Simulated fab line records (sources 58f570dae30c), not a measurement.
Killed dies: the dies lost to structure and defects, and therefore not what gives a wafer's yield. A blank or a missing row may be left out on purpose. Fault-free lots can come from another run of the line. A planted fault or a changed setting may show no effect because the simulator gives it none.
The tool behind it: which one? | flow berkeley_cmos170 | Sampling: 14 lots, 42 wafers, 4 of 331 route steps

## WHAT THE GAUGES SHOWED, per wafer
UCB170_M2_CD_MEAS_15: target cd 700 nm.
lot  | measured     | on        | cd_nm (nm)
L618 | day 9 05:00  | cd_sem-02 | 700.4 700.8 701.4
L619 | day 9 08:21  | cd_sem-01 | 701.2 702.2 701.3
L620 | day 9 08:40  | cd_sem-02 | 701.7 700.2 700.8
L621 | day 9 19:52  | cd_sem-02 | 702.8 701.4 702.7
L627 | day 11 00:02 | cd_sem-01 | 702.2 703.1 702.8
L629 | day 11 00:17 | cd_sem-01 | 700.4 700.7 700.0
L630 | day 11 00:29 | cd_sem-02 | 697.9 699.6 698.7
L628 | day 11 01:01 | cd_sem-02 | 700.1 700.3 700.4
L631 | day 11 14:25 | cd_sem-01 | 698.4 697.5 699.9
L633 | day 11 15:19 | cd_sem-02 | 700.9 700.4 700.0
L632 | day 11 15:36 | cd_sem-01 | 700.2 701.6 701.0
L634 | day 12 04:25 | cd_sem-02 | 699.9 701.2 699.9
L635 | day 12 05:56 | cd_sem-02 | 700.7 701.3 700.4
L638 | day 13 13:55 | cd_sem-01 | 699.9 700.4 699.1

UCB170_M2_OVL_MEAS_16.
lot  | measured     | on         | M2_OVL (nm)
L618 | day 9 05:07  | overlay-02 | 2 5 1
L619 | day 9 08:28  | overlay-02 | -7 -6 -9
L620 | day 9 08:47  | overlay-02 | 1 -5 -2
L621 | day 9 19:59  | overlay-02 | -10 -11 -11
L627 | day 11 00:10 | overlay-02 | -12 1 -6
L629 | day 11 00:25 | overlay-01 | -1 -3 -3
L630 | day 11 00:37 | overlay-02 | 2 9 5
L628 | day 11 01:07 | overlay-02 | -2 -1 -13
L631 | day 11 14:31 | overlay-02 | 4 -2 -2
L633 | day 11 15:25 | overlay-02 | 1 2 4
L632 | day 11 15:42 | overlay-01 | 12 3 5
L634 | day 12 04:32 | overlay-01 | 0 2 4
L635 | day 12 06:02 | overlay-01 | -1 7 -3
L638 | day 13 14:02 | overlay-01 | 8 7 11

UCB170_M3_OVL_MEAS_16.
lot  | measured     | on         | M3_OVL (nm)
L618 | day 9 12:47  | overlay-02 | 4 3 4
L619 | day 9 14:28  | overlay-02 | 1 10 9
L620 | day 9 16:13  | overlay-02 | 5 6 10
L621 | day 10 02:46 | overlay-02 | 9 5 4
L627 | day 11 05:56 | overlay-01 | 6 8 8
L629 | day 11 06:35 | overlay-02 | 2 2 0
L630 | day 11 07:02 | overlay-02 | 12 -1 6
L628 | day 11 07:24 | overlay-01 | -3 1 0
L631 | day 11 19:26 | overlay-01 | 4 3 4
L633 | day 11 20:56 | overlay-02 | 10 0 7
L632 | day 11 21:13 | overlay-01 | 2 -3 6
L634 | day 12 10:29 | overlay-01 | 4 10 3
L635 | day 12 12:04 | overlay-01 | 3 3 -2
L638 | day 13 20:05 | overlay-02 | 0 14 2

## TOOL THAT RAN EACH LOT (tool first, then ch and the chambers of the sampled wafers, then the start)
lot  | UCB170_M2_ETCH_17
L618 | rie_diel-02 ch 0,2, day 9 05:09
L619 | rie_diel-03 ch 0,1,2, day 9 08:30
L620 | rie_diel-02 ch 0,1,3, day 9 08:49
L621 | rie_diel-02 ch 1,3, day 9 20:01
L627 | rie_diel-03 ch 1,2, day 11 00:12
L629 | rie_diel-01 ch 0,2,3, day 11 00:27
L630 | rie_diel-02 ch 0,1,2, day 11 00:39
L628 | rie_diel-01 ch 0,3, day 11 01:08
L631 | rie_diel-03 ch 0,1,3, day 11 14:32
L633 | rie_diel-01 ch 1,3, day 11 15:27
L632 | rie_diel-01 ch 1,3, day 11 15:44
L634 | rie_diel-01 ch 0,1, day 12 04:34
L635 | rie_diel-02 ch 0,1, day 12 06:04
L638 | rie_diel-03 ch 0,1,2, day 13 14:04
- UCB170_M2_ETCH_17: etches BARC in N2/H2.

## AS READ BY THE TOOLS THEMSELVES (means over the sampled wafers that have a number; for cases with no such wafer, the mark the record gives instead)
UCB170_M2_ETCH_17.
lot  | tool        | drypump_motor_current_A (A) | n2_flow_sccm (sccm) | oes_product_au (a.u.) | throttle_valve_pct (%)
L618 | rie_diel-02 | 5.8                         | 99.9                | 1.009                 | 13.25
L619 | rie_diel-03 | 5.8                         | 100.1               | 1.020                 | 13.42
L620 | rie_diel-02 | 5.6                         | 100.5               | 1.010                 | 13.31
L621 | rie_diel-02 | 5.6                         | 100.0               | 0.994                 | 13.38
L627 | rie_diel-03 | 5.6                         | 100.0               | 1.018                 | 13.43
L629 | rie_diel-01 | 5.6                         | 99.9                | 1.036                 | 13.34
L630 | rie_diel-02 | 5.6                         | 99.8                | 0.995                 | 13.32
L628 | rie_diel-01 | 5.7                         | 99.6                | 1.022                 | 13.26
L631 | rie_diel-03 | 5.9                         | 99.9                | 1.013                 | 13.36
L633 | rie_diel-01 | 5.7                         | 100.1               | 1.017                 | 13.27
L632 | rie_diel-01 | 5.3                         | 99.9                | 1.000                 | 13.09
L634 | rie_diel-01 | 5.4                         | 100.1               | 1.017                 | 13.10
L635 | rie_diel-02 | 5.5                         | 99.7                | 1.007                 | 13.31
L638 | rie_diel-03 | 5.8                         | 100.0               | 1.012                 | 13.43

## THE ANSWER, worked out from the rows above alone
Rule: what is usual is taken from the lots themselves. Put in order of their means at a reading, lots are off if they are a third of the lots or fewer, leave a main group of 4 or more, and stand apart from it by a gap of 3 or more times the standard deviation of the main group's means; of several such gaps the widest counts. The tables above print the reading to a certain number of digits; a main group whose means all agree to those digits is not used. Also off: a lot with no number at a reading for which 4 or more lots have one. All remaining lots with rows at the step are treated as sound. Order of review: gauges by route order, followed by the tools' own readings, for which a lot's mean as printed above is used. The first step at which some lot is off is used, and at that step the reading that is off furthest; a lot without a number counts as furthest.
None of the lots is off at any reading shown; this tells nothing.

## WHAT HAD BEEN PUT IN BY THE SIMULATOR
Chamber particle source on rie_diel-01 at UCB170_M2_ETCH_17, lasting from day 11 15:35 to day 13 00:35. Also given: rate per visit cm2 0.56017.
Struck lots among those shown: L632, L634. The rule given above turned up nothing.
